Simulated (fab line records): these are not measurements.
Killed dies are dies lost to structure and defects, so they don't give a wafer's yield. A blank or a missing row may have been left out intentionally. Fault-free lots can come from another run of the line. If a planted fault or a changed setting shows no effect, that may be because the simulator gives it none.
Which tool is to blame? || flow berkeley-cmos170 || 42 wafers from 14 lots sampled at 4 of the route's 331 steps

WHAT THE GAUGES READ, wafer by wafer
UCB170_NWELL_THK_MEAS_02.
{"lot": "L147", "measured": "day 2 04:05", "on": "film-metro-01", "NWELL_OXIDE_THK (nm)": "27.3 27.3 27.6"}
{"lot": "L148", "measured": "day 2 07:39", "on": "film-metro-01", "NWELL_OXIDE_THK (nm)": "26.2 26.9 26.7"}
{"lot": "L150", "measured": "day 2 15:20", "on": "film-metro-01", "NWELL_OXIDE_THK (nm)": "27.1 27.0 27.1"}
{"lot": "L151", "measured": "day 2 21:31", "on": "film-metro-03", "NWELL_OXIDE_THK (nm)": "26.2 26.5 26.1"}
{"lot": "L152", "measured": "day 2 21:31", "on": "film-metro-04", "NWELL_OXIDE_THK (nm)": "25.7 26.2 25.6"}
{"lot": "L153", "measured": "day 3 04:56", "on": "film-metro-01", "NWELL_OXIDE_THK (nm)": "26.6 26.3 26.7"}
{"lot": "L154", "measured": "day 3 11:50", "on": "film-metro-01", "NWELL_OXIDE_THK (nm)": "25.9 25.7 25.9"}
{"lot": "L156", "measured": "day 3 19:58", "on": "film-metro-01", "NWELL_OXIDE_THK (nm)": "25.7 25.9 25.8"}
{"lot": "L164", "measured": "day 5 16:50", "on": "film-metro-03", "NWELL_OXIDE_THK (nm)": "25.4 25.2 25.5"}
{"lot": "L166", "measured": "day 6 01:44", "on": "film-metro-01", "NWELL_OXIDE_THK (nm)": "25.7 26.2 26.3"}
{"lot": "L167", "measured": "day 6 01:44", "on": "film-metro-04", "NWELL_OXIDE_THK (nm)": "26.3 26.2 26.1"}
{"lot": "L165", "measured": "day 6 01:46", "on": "film-metro-03", "NWELL_OXIDE_THK (nm)": "26.6 26.2 25.9"}
{"lot": "L169", "measured": "day 6 13:00", "on": "film-metro-01", "NWELL_OXIDE_THK (nm)": "27.0 26.0 26.4"}
{"lot": "L168", "measured": "day 6 13:01", "on": "film-metro-03", "NWELL_OXIDE_THK (nm)": "25.7 25.6 25.9"}

UCB170_PWELL_OVL_MEAS_13.
{"lot": "L147", "measured": "day 3 02:46", "on": "overlay-02", "PWELL_OVL (nm)": "15 14 9"}
{"lot": "L148", "measured": "day 3 10:28", "on": "overlay-02", "PWELL_OVL (nm)": "1 5 2"}
{"lot": "L150", "measured": "day 3 14:30", "on": "overlay-01", "PWELL_OVL (nm)": "5 11 11"}
{"lot": "L151", "measured": "day 3 21:17", "on": "overlay-01", "PWELL_OVL (nm)": "-8 -3 -10"}
{"lot": "L152", "measured": "day 3 21:32", "on": "overlay-01", "PWELL_OVL (nm)": "2 -3 6"}
{"lot": "L153", "measured": "day 4 04:58", "on": "overlay-02", "PWELL_OVL (nm)": "8 17 2"}
{"lot": "L154", "measured": "day 4 09:39", "on": "overlay-01", "PWELL_OVL (nm)": "4 0 10"}
{"lot": "L156", "measured": "day 4 19:46", "on": "overlay-01", "PWELL_OVL (nm)": "-2 -5 3"}
{"lot": "L164", "measured": "day 6 18:29", "on": "overlay-01", "PWELL_OVL (nm)": "-1 0 -4"}
{"lot": "L166", "measured": "day 7 04:18", "on": "overlay-01", "PWELL_OVL (nm)": "2 2 -2"}
{"lot": "L167", "measured": "day 7 04:32", "on": "overlay-01", "PWELL_OVL (nm)": "7 1 -3"}
{"lot": "L165", "measured": "day 7 04:31", "on": "overlay-02", "PWELL_OVL (nm)": "8 9 5"}
{"lot": "L169", "measured": "day 7 14:30", "on": "overlay-02", "PWELL_OVL (nm)": "6 14 2"}
{"lot": "L168", "measured": "day 7 14:21", "on": "overlay-02", "PWELL_OVL (nm)": "-3 -9 4"}

UCB170_ACTIVE_THK_MEAS_06.
{"lot": "L147", "measured": "day 4 04:43", "on": "film-metro-04", "ACTIVE_NITRIDE_THK (nm)": "220.1 219.3 218.6"}
{"lot": "L148", "measured": "day 4 12:26", "on": "film-metro-03", "ACTIVE_NITRIDE_THK (nm)": "219.0 219.4 218.4"}
{"lot": "L150", "measured": "day 4 16:41", "on": "film-metro-03", "ACTIVE_NITRIDE_THK (nm)": "218.7 216.4 218.3"}
{"lot": "L151", "measured": "day 4 21:43", "on": "film-metro-03", "ACTIVE_NITRIDE_THK (nm)": "220.4 221.8 219.4"}
{"lot": "L152", "measured": "day 5 00:30", "on": "film-metro-02", "ACTIVE_NITRIDE_THK (nm)": "440.3 439.3 440.5"}
{"lot": "L153", "measured": "day 5 10:58", "on": "film-metro-02", "ACTIVE_NITRIDE_THK (nm)": "221.3 221.7 223.9"}
{"lot": "L154", "measured": "day 5 16:04", "on": "film-metro-02", "ACTIVE_NITRIDE_THK (nm)": "218.2 219.2 219.5"}
{"lot": "L156", "measured": "day 6 08:55", "on": "film-metro-03", "ACTIVE_NITRIDE_THK (nm)": "438.9 434.1 438.0"}
{"lot": "L164", "measured": "day 7 21:07", "on": "film-metro-04", "ACTIVE_NITRIDE_THK (nm)": "222.3 222.5 222.4"}
{"lot": "L166", "measured": "day 8 03:28", "on": "film-metro-03", "ACTIVE_NITRIDE_THK (nm)": "221.4 223.9 222.8"}
{"lot": "L167", "measured": "day 8 03:28", "on": "film-metro-04", "ACTIVE_NITRIDE_THK (nm)": "218.3 218.8 219.1"}
{"lot": "L165", "measured": "day 8 03:31", "on": "film-metro-02", "ACTIVE_NITRIDE_THK (nm)": "221.4 220.5 221.7"}
{"lot": "L169", "measured": "day 8 14:30", "on": "film-metro-02", "ACTIVE_NITRIDE_THK (nm)": "219.5 219.8 219.4"}
{"lot": "L168", "measured": "day 8 14:31", "on": "film-metro-04", "ACTIVE_NITRIDE_THK (nm)": "222.1 222.1 222.1"}

EACH LOT AND THE TOOL THAT RAN IT (in order: tool; ch and the chambers of the sampled wafers; start)
{"lot": "L147", "UCB170_ACTIVE_CVD_05": "lpcvd-02 ch 0, day 4 02:44"}
{"lot": "L148", "UCB170_ACTIVE_CVD_05": "lpcvd-01 ch 1, day 4 10:32"}
{"lot": "L150", "UCB170_ACTIVE_CVD_05": "lpcvd-02 ch 0, day 4 14:46"}
{"lot": "L151", "UCB170_ACTIVE_CVD_05": "lpcvd-02 ch 0, day 4 19:48"}
{"lot": "L152", "UCB170_ACTIVE_CVD_05": "lpcvd-02 ch 1, day 4 19:48"}
{"lot": "L153", "UCB170_ACTIVE_CVD_05": "lpcvd-01 ch 1, day 5 09:02"}
{"lot": "L154", "UCB170_ACTIVE_CVD_05": "lpcvd-02 ch 0, day 5 14:09"}
{"lot": "L156", "UCB170_ACTIVE_CVD_05": "lpcvd-02 ch 1, day 6 02:59 and lpcvd-01 ch 1, day 6 06:55"}
{"lot": "L164", "UCB170_ACTIVE_CVD_05": "lpcvd-01 ch 0, day 7 19:11"}
{"lot": "L166", "UCB170_ACTIVE_CVD_05": "lpcvd-01 ch 1, day 8 01:33"}
{"lot": "L167", "UCB170_ACTIVE_CVD_05": "lpcvd-01 ch 1, day 8 01:33"}
{"lot": "L165", "UCB170_ACTIVE_CVD_05": "lpcvd-01 ch 0, day 8 01:33"}
{"lot": "L169", "UCB170_ACTIVE_CVD_05": "lpcvd-02 ch 1, day 8 12:35"}
{"lot": "L168", "UCB170_ACTIVE_CVD_05": "lpcvd-02 ch 1, day 8 12:35"}
- UCB170_ACTIVE_CVD_05: deposits Si3N4 from SiH2Cl2/NH3, target thk 220 nm, time 3300 s.

AS READ BY THE TOOLS THEMSELVES (means over the sampled wafers that have a number; for cases with no such wafer, the mark the record gives instead)
The record holds no such reading with a usual standard deviation.

THE ANSWER, worked out from the rows above alone
Rule: the lots themselves supply what counts as usual. The widest of any qualifying gaps counts: lots, ordered by their means at a reading, are off when they make up no more than a third of the lots, leave a main group of 4 or more, and stand apart from it by 3 or more times the standard deviation of that group's means. The tables above print the reading to a certain number of digits; a main group whose means all agree to those digits is not used. Also off: a lot with no number at a reading for which 4 or more lots have one. Where the step has rows for the other lots, those lots are counted as sound. First the gauges in route order, then the tools' own readings, where a lot's mean is used as printed above. At the first step where some lot is off, the reading lying furthest off is the one used; lots without a number count as furthest.
Off: at UCB170_ACTIVE_THK_MEAS_06 (ACTIVE_NITRIDE_THK), L152, L156. The main group: mean 220.4 nm, standard deviation 1.6.
If a tool, at a process step before that reading, ran all the lots that are off and no sound lot after the first of them, it fits. Those tools and the gauges at UCB170_ACTIVE_THK_MEAS_06 are tried in the same way. Not one of the candidates tried fits.

WHAT THE SIMULATOR HAD INSERTED
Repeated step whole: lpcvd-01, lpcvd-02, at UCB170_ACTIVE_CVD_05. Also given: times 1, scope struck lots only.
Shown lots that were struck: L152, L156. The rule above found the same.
